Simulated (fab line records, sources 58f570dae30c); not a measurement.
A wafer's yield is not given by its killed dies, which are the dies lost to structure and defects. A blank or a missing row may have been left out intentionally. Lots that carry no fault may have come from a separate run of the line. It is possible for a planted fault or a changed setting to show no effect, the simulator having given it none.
The tool behind it: which one? | flow berkeley_cmos170 | 14 lots with 42 wafers sampled at 5 steps, on a route of 331 steps

== WHAT THE GAUGES READ, wafer by wafer ==
UCB170_START_BOW_MEAS_00.
lot  | measured    | on            | INCOMING_BOW (um)
L416 | day 1 10:02 | film_metro-01 | -1 6 -8
L417 | day 1 15:00 | film_metro-01 | 0 10 -15
L418 | day 1 20:01 | film_metro-02 | 2 -1 -1
L419 | day 2 01:00 | film_metro-01 | 1 2 3
L420 | day 2 06:00 | film_metro-02 | -1 -3 2
L423 | day 2 21:01 | film_metro-03 | 0 1 3
L425 | day 3 07:00 | film_metro-02 | -9 -5 -10
L426 | day 3 12:38 | film_metro-01 | 6 4 1
L428 | day 3 22:01 | film_metro-01 | -2 -3 -8
L431 | day 4 13:00 | film_metro-02 | 9 -2 -18
L432 | day 4 18:04 | film_metro-01 | -5 4 4
L436 | day 5 14:00 | film_metro-01 | -2 14 -7
L437 | day 5 19:00 | film_metro-02 | 4 -2 6
L438 | day 6 00:01 | film_metro-03 | -1 3 -4

UCB170_ACTIVE_CD_MEAS_13: the cd target is 1200 nm.
lot  | measured    | on        | cd_nm (nm)
L416 | day 4 19:08 | cd_sem-01 | 1197.4 1197.5 1197.0
L417 | day 5 01:35 | cd_sem-02 | 1201.8 1201.1 1201.0
L418 | day 4 18:52 | cd_sem-02 | 1201.3 1201.8 1201.8
L419 | day 5 01:19 | cd_sem-02 | 1200.9 1200.8 1201.4
L420 | day 5 01:35 | cd_sem-01 | 1201.3 1201.3 1201.8
L423 | day 5 23:40 | cd_sem-02 | 1199.3 1198.7 1198.5
L425 | day 6 07:49 | cd_sem-01 | 1200.6 1200.6 1199.2
L426 | day 7 02:47 | cd_sem-02 | 1482.3 1483.0 1481.3
L428 | day 7 03:05 | cd_sem-01 | 1480.0 1480.1 1480.8
L431 | day 7 19:02 | cd_sem-01 | 1201.7 1202.4 1201.9
L432 | day 7 19:17 | cd_sem-01 | 1200.5 1199.3 1199.9
L436 | day 8 14:06 | cd_sem-02 | 1201.1 1202.5 1201.4
L437 | day 9 04:15 | cd_sem-02 | 1201.9 1200.4 1202.0
L438 | day 9 04:01 | cd_sem-01 | 1201.4 1200.4 1200.8

UCB170_GATE_THK_MEAS_05.
lot  | measured     | on            | GATE_POLY_THK (nm)
L416 | day 6 22:59  | film_metro-03 | 217.7 216.8 215.2
L417 | day 7 05:20  | film_metro-02 | 211.5 210.9 212.5
L418 | day 6 22:55  | film_metro-02 | 215.4 217.3 218.0
L419 | day 7 05:17  | film_metro-02 | 211.1 212.0 211.8
L420 | day 7 05:19  | film_metro-04 | 210.9 211.6 212.7
L423 | day 8 03:20  | film_metro-03 | 216.7 213.7 214.8
L425 | day 8 13:56  | film_metro-02 | 213.1 213.4 213.5
L431 | day 10 00:29 | film_metro-02 | 213.6 211.9 212.8
L432 | day 10 00:31 | film_metro-04 | 212.0 213.1 213.4
L436 | day 10 20:54 | film_metro-04 | 212.7 213.7 213.4
L437 | day 11 11:02 | film_metro-04 | 209.7 211.2 212.5
L438 | day 11 11:02 | film_metro-02 | 208.6 211.3 209.3

UCB170_PLDD_OVL_MEAS_07.
lot  | measured     | on         | PLDD_OVL (nm)
L416 | day 7 02:46  | overlay-01 | 3 4 3
L417 | day 7 08:47  | overlay-01 | 16 14 3
L418 | day 7 02:38  | overlay-02 | 2 -6 -6
L419 | day 7 08:14  | overlay-01 | -11 -4 -4
L420 | day 7 08:31  | overlay-02 | 1 2 1
L423 | day 8 06:26  | overlay-01 | -4 -7 -12
L425 | day 8 18:47  | overlay-02 | 9 8 3
L431 | day 10 03:59 | overlay-01 | 2 11 1
L432 | day 10 04:29 | overlay-01 | 3 0 7
L436 | day 10 23:59 | overlay-01 | 4 7 5
L437 | day 11 14:29 | overlay-02 | -1 -9 3
L438 | day 11 14:59 | overlay-01 | 3 -5 0

== TOOL THAT RAN EACH LOT (tool first, then ch and the chambers of the sampled wafers, then the start) ==
lot  | UCB170_ACTIVE_PEB_11
L416 | litho_track-03 ch 0, day 4 18:52
L417 | litho_track-04 ch 0, day 5 01:19
L418 | litho_track-02 ch 0, day 4 18:36
L419 | litho_track-02 ch 0, day 5 01:02
L420 | litho_track-02 ch 0, day 5 01:19
L423 | litho_track-03 ch 0, day 5 23:23
L425 | litho_track-04 ch 0, day 6 07:32
L426 | litho_track-03 ch 0, day 7 02:31
L428 | litho_track-03 ch 0, day 7 02:49
L431 | litho_track-04 ch 0, day 7 18:41
L432 | litho_track-04 ch 0, day 7 19:02
L436 | litho_track-02 ch 0, day 8 13:50
L437 | litho_track-04 ch 0, day 9 03:58
L438 | litho_track-02 ch 0, day 9 03:45
- UCB170_ACTIVE_PEB_11

== AS READ BY THE TOOLS THEMSELVES (means over the sampled wafers that have a number; for cases with no such wafer, the mark the record gives instead) ==
UCB170_ACTIVE_PEB_11.
lot  | tool           | chill_plate_temp_C (C) | plate_temp_C (C)
L416 | litho_track-03 | 23.04                  | 129.84
L417 | litho_track-04 | 22.99                  | 130.06
L418 | litho_track-02 | 23.17                  | 130.01
L419 | litho_track-02 | 22.96                  | 130.13
L420 | litho_track-02 | 23.05                  | 130.09
L423 | litho_track-03 | 23.00                  | 129.91
L425 | litho_track-04 | 22.90                  | 129.98
L426 | litho_track-03 | 23.10                  | 111.10
L428 | litho_track-03 | 23.04                  | 111.16
L431 | litho_track-04 | 22.94                  | 129.96
L432 | litho_track-04 | 23.03                  | 129.87
L436 | litho_track-02 | 22.89                  | 130.08
L437 | litho_track-04 | 22.98                  | 129.96
L438 | litho_track-02 | 23.15                  | 130.04

== THE ANSWER, worked out from the rows above alone ==
Rule: the usual values come from the lots themselves. The widest of any qualifying gaps counts: lots, ordered by their means at a reading, are off when they make up no more than a third of the lots, leave a main group of 4 or more, and stand apart from it by 3 or more times the standard deviation of that group's means. The tables above print the reading to a certain number of digits; a main group whose means all agree to those digits is not used. Also off: a lot with no number at a reading for which 4 or more lots have one. Where the step has rows for the other lots, those lots are counted as sound. First the gauges in route order, then the tools' own readings, where a lot's mean is used as printed above. The first step at which some lot is off is used, and at that step the reading that is off furthest; a lot without a number counts as furthest.
Off: L426, L428 (UCB170_ACTIVE_CD_MEAS_13, cd_nm). Main group: mean 1200.6 nm, sd 1.3.
If a tool, at a process step before that reading, ran all the lots that are off and no sound lot after the first of them, it fits. The gauges at UCB170_ACTIVE_CD_MEAS_13 aren't tried: what is off there is off at UCB170_ACTIVE_PEB_11 too, on other tools, and a gauge's error can't cause that. One fits: UCB170_ACTIVE_PEB_11 on litho_track-03. A fault onset in the window from L423 (day 5 23:23, its last sound lot) to L426 (day 7 02:31, its first lot off) fits.
On the lots that are off, the tool's own readings at UCB170_ACTIVE_PEB_11 differ by more than 5 times the standard deviation of the sound lots' means, which bears it out; plate_temp_C reads 111.13 C there versus 129.99 C on the sound lots.

== WHAT THE SIMULATOR HAD PUT IN ==
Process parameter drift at UCB170_ACTIVE_PEB_11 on litho_track-03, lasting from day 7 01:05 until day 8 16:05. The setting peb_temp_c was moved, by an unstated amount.
Lots struck among those shown: L426, L428. Same finding as the rule above.
